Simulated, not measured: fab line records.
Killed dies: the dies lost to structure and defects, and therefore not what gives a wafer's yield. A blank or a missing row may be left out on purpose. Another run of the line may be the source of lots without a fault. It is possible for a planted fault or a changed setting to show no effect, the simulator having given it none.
What tool caused it? | flow rit-cmos | 6 lots, 18 wafers sampled, at 2 steps of a route of 202

== WHAT EACH GAUGE READ, for each wafer ==
RIT_PLDD_OVL_MEAS_06.
lot  | measured    | on         | PLDD_OVL (nm)
L267 | day 3 09:25 | overlay-02 | -2.7 -2.4 -3.2
L270 | day 4 05:37 | overlay-02 | 0.3 -1.4 -2.9
L273 | day 4 18:24 | overlay-02 | 0.8 -1.0 0.0
L276 | day 5 09:31 | overlay-02 | - - -
L284 | day 7 21:21 | overlay-02 | 0.1 0.0 -0.6
L286 | day 8 02:01 | overlay-02 | 0.1 0.2 2.4

== WHAT TOOL EACH LOT RAN ON (gives the tool, then ch and the chambers of the sampled wafers, and finally the start) ==
lot  | RIT_PLDD_EXPOSE_03
L267 | iline-stepper-01 ch 0, day 3 09:01
L270 | iline-stepper-02 ch 0, day 4 05:07
L273 | iline-stepper-02 ch 0, day 4 18:01
L276 | iline-stepper-01 ch 0, day 5 09:08
L284 | iline-stepper-01 ch 0, day 7 20:58
L286 | iline-stepper-01 ch 0, day 8 01:38
- RIT_PLDD_EXPOSE_03: exposes mask M8, target cd 40900 nm.

== THE ANSWER, worked out from the rows above alone ==
Rule: the lots themselves supply what counts as usual. Put in order of their means at a reading, lots are off if they are a third of the lots or fewer, leave a main group of 4 or more, and stand apart from it by a gap of 3 or more times the standard deviation of the main group's means; of several such gaps the widest counts. The tables above print the reading to a certain number of digits; a main group whose means all agree to those digits is not used. Also off: a lot with no number at a reading for which 4 or more lots have one. All remaining lots with rows at the step are treated as sound.
Off: L276, at RIT_PLDD_OVL_MEAS_06 (PLDD_OVL). Without a number there: L276. For the main group the mean is -0.7 nm and the standard deviation 1.3.
A tool fits if, at a process step before that reading, it ran every lot that is off, and no sound lot after the first of them. Gauges at RIT_PLDD_OVL_MEAS_06: tried the same way as those tools. Of those tried, none fits.

== WHAT THE SIMULATOR HAD PUT IN ==
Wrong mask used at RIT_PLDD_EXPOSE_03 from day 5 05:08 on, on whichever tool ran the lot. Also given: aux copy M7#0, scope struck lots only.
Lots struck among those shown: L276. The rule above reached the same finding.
